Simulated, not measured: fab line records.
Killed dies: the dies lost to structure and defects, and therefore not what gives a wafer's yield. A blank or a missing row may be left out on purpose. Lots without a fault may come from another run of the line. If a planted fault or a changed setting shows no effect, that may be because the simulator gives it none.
fab line records + flow ritCmos
[record]
- lots = 14
- wafers = 42
- lastDay = 7
route steps=202 shown PLDD@119 M1@202
lots that met no fault: from a run of the same line without faults
startH: start of the lot's first displayed wafer, in hours after the record's first day + waitH: hours from the lot's prior step to this one + " unchanged from the row above + L1.1+2: several wafers, shown together as one row + - no value present, or no start provided + * or withheld: withheld + < > ~ a bound
route shown NAME@n: NAME is a module with steps in the file, n the number in the route of the first one + usual: the fault-free wafers' mean and standard deviation + same: alike in all rows + chamber/n: place in a boat + sites: readings site by site + _std_site: standard deviation of those values + _edge_site: inner sites' mean taken away from outer sites' mean + radiusMm: how far each site lies from the wafer's centre + mask NAME#n: copy n + behind: the last tool/chamber to shape the wafer + hold: the reason the lot was held/the length of the hold in hours/how it ended + device: names the non-switching transistor (n, p or np) + end of line: at the end of the route, the tests of the same wafers + a step given without rows: its recipe and nothing more + killed: the dies lost at the first sort to structure and to defects; this is not the yield of the wafer + map: a wafer's dies, marking killed ones x, the rest . and places with no die _
set.NAME: setting as actually run; set.NAME@STEP: the setting as run at that earlier step + model.NAME: the simulator's own value behind a step, which no gauge read
the route's steps for a sample of lots (tables are steps, rows are wafers)
[[steps]]
[step RIT_PLDD_DEVELOP_05]
[recipe]
- resist = NOVOLAK
- developTimeS = 50
- devTempC = 23
| lot.wafer  | tool          | chamber | startH | waitH |
|------------|---------------|---------|--------|-------|
| L297.1+2+5 | lithoTrack-04 | 0       | 47     | -     |
| L299.1+2+6 | lithoTrack-01 | 0       | 54     | -     |
| L300.3+5+6 | lithoTrack-04 | 0       | 58     | -     |
| L301.1+4+5 | lithoTrack-02 | 0       | 63     | -     |
| L302.1+2+5 | lithoTrack-01 | 0       | 69     | -     |
| L309.4+5+6 | lithoTrack-01 | 0       | 106    | -     |
| L310.1+4+6 | lithoTrack-01 | 0       | 114    | -     |
| L311.4+5+6 | lithoTrack-02 | 0       | 120    | -     |
| L312.1+5+6 | lithoTrack-04 | 0       | 120    | -     |
| L314.2+3+6 | lithoTrack-04 | 0       | 135    | -     |
| L316.2+3+4 | lithoTrack-04 | 0       | 140    | -     |
| L317.2+4+5 | lithoTrack-02 | 0       | 148    | -     |
| L318.1+4+5 | lithoTrack-02 | 0       | 159    | -     |
| L319.2+3+5 | lithoTrack-04 | 0       | 162    | -     |
[step RIT_PLDD_TW_MEAS_10]
[usual]
- PLDD_TW = 2342/14
| lot.wafer | tool         | chamber | startH | waitH | PLDD_TW |
|-----------|--------------|---------|--------|-------|---------|
| L297.1    | filmMetro-02 | -       | 47.92  | 0.1   | 2330    |
| L297.2    | "            | -       | "      | "     | 2316    |
| L297.5    | "            | -       | "      | "     | 2326    |
| L299.1    | filmMetro-04 | -       | 55.12  | 0.1   | 2368    |
| L299.2    | "            | -       | "      | "     | 2360    |
| L299.6    | "            | -       | "      | "     | 2369    |
| L300.3    | filmMetro-03 | -       | 58.95  | 0.1   | 2355    |
| L300.5    | "            | -       | "      | "     | 2349    |
| L300.6    | "            | -       | "      | "     | 2339    |
| L301.1    | filmMetro-02 | -       | 64.43  | 0.1   | 2315    |
| L301.4    | "            | -       | "      | "     | 2344    |
| L301.5    | "            | -       | "      | "     | 2343    |
| L302.1    | filmMetro-04 | -       | 70.46  | 0.1   | 2368    |
| L302.2    | "            | -       | "      | "     | 2364    |
| L302.5    | "            | -       | "      | "     | 2360    |
| L309.4    | filmMetro-02 | -       | 107.55 | 0.1   | 30      |
| L309.5    | "            | -       | "      | "     | 30      |
| L309.6    | "            | -       | "      | "     | 30      |
| L310.1    | filmMetro-03 | -       | 115.28 | 0.1   | 30      |
| L310.4    | "            | -       | "      | "     | 30      |
| L310.6    | "            | -       | "      | "     | 30      |
| L311.4    | filmMetro-03 | -       | 120.63 | 0.1   | 2333    |
| L311.5    | "            | -       | "      | "     | 2349    |
| L311.6    | "            | -       | "      | "     | 2335    |
| L312.1    | filmMetro-04 | -       | 120.87 | 0.1   | 2340    |
| L312.5    | "            | -       | "      | "     | 2348    |
| L312.6    | "            | -       | "      | "     | 2356    |
| L314.2    | filmMetro-02 | -       | 135.92 | 0.1   | 2331    |
| L314.3    | "            | -       | "      | "     | 2341    |
| L314.6    | "            | -       | "      | "     | 2340    |
| L316.2    | filmMetro-04 | -       | 141.16 | 0.1   | 2349    |
| L316.3    | "            | -       | "      | "     | 2344    |
| L316.4    | "            | -       | "      | "     | 2348    |
| L317.2    | filmMetro-04 | -       | 148.76 | 0.1   | 2360    |
| L317.4    | "            | -       | "      | "     | 2349    |
| L317.5    | "            | -       | "      | "     | 2364    |
| L318.1    | filmMetro-02 | -       | 160.49 | 0.1   | 2321    |
| L318.4    | "            | -       | "      | "     | 2318    |
| L318.5    | "            | -       | "      | "     | 2323    |
| L319.2    | filmMetro-04 | -       | 163.29 | 0.1   | 2371    |
| L319.3    | "            | -       | "      | "     | 2360    |
| L319.5    | "            | -       | "      | "     | 2354    |
[step RIT_M1_PROBE_99]
[usual]
- killedAtContacts = 0.1/0.28
- killedAtFrontEnd = 7.0/2.9
- killedDies = 7.0/2.9
- killedOnRim = 1.8/1.4
- killedOpen = 3.4/2.1
- killedShort = 3.6/1.7
[same]
- grossDies = 264
- killed_at_M0_to_M3 = 0
- killed_at_M4_up = 0
- killedAtBackSide = 0
- killedAtOther = 0
| lot.wafer | tool      | chamber | startH | waitH | killedAtContacts | killedAtFrontEnd | killedDies | killedOnRim | killedOpen | killedShort |
|-----------|-----------|---------|--------|-------|------------------|------------------|------------|-------------|------------|-------------|
| L309.4    | prober-01 | -       | 121.18 | 0.2   | 0                | 264              | 264        | 70          | 3          | 7           |
| L309.5    | prober-01 | -       | 121.23 | 0.2   | 0                | 264              | 264        | 70          | 4          | 5           |
| L309.6    | prober-01 | -       | 121.28 | 0.2   | 0                | 264              | 264        | 70          | 4          | 7           |
| L310.1    | prober-02 | -       | 128.92 | 0.1   | 0                | 264              | 264        | 70          | 1          | 2           |
| L310.4    | prober-02 | -       | 129.07 | 0.2   | 1                | 263              | 264        | 70          | 6          | 5           |
| L310.6    | prober-02 | -       | 129.17 | 0.2   | 0                | 264              | 264        | 70          | 0          | 3           |
// killed by level:class
L309.4 PLDD:areaDevelop=254 REOX:geometricParticle:short=3 GATE:geometricParticle:short=2 SILICIDE:geometricParticle:open=2 SPACER:geometricParticle:short=1 GATE:geometricParticle:open=1 SILICIDE:geometricParticle:short=1
L309.5 PLDD:areaDevelop=255 GATE:geometricParticle:open=3 GATE:geometricParticle:short=2 SILICIDE:geometricParticle:short=2 REOX:geometricParticle:short=1 SILICIDE:geometricParticle:open=1
L309.6 PLDD:areaDevelop=253 GATE:geometricParticle:short=5 GATE:geometricParticle:open=3 SILICIDE:geometricParticle:short=2 FOX1:geometricParticle:open=1
L310.1 PLDD:areaDevelop=261 GATE:geometricParticle:open=1 GATE:geometricParticle:short=1 REOX:geometricParticle:short=1
L310.4 PLDD:areaDevelop=253 SPACER:geometricParticle:open=2 SILICIDE:geometricParticle:short=2 FOX2:geometricParticle:short=1 GATE:geometricParticle:short=1 GATE:geometricParticle:open=1 REOX:geometricParticle:open=1 REOX:geometricParticle:short=1
L310.6 PLDD:areaDevelop=261 SILICIDE:geometricParticle:short=2 REOX:geometricParticle:short=1
[[key]]
[firstSign]
- step = RIT_PLDD_TW_MEAS_10
- reading = PLDD_TW
- direction = down
- sigmas = 99+
- usual = 2342
- struck = 30
[effect]
- step = RIT_M1_PROBE_99
- reading = killedDies
- direction = up
- sigmas = 88
- usual = 7.0
- struck = 264
[moreKillsBornAt]
- RIT_PLDD_DEVELOP_05@lithoTrack-01 = 1537
metAt RIT_PLDD_DEVELOP_05
struckLots L309,L310
testerLeftOut L309,L310
onsetBetween 69 106
[fault]
- kind = processParameterDrift
- tool = lithoTrack-01
- chamber = -
- onsetH = 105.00
- steps = RIT_PLDD_DEVELOP_05
- channel = developTimeS
- offset = *
- shape = step
- endH = 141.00
- actsIn = *
- stated = *
// testerLeftOut: of these lots the tester's yield and bins aren't shown, on N5 and GAA mostly nor the transistor test; their killed dies are dies lost to structure and defects alone, not to doping, threshold or leakage, so they don't give the yield
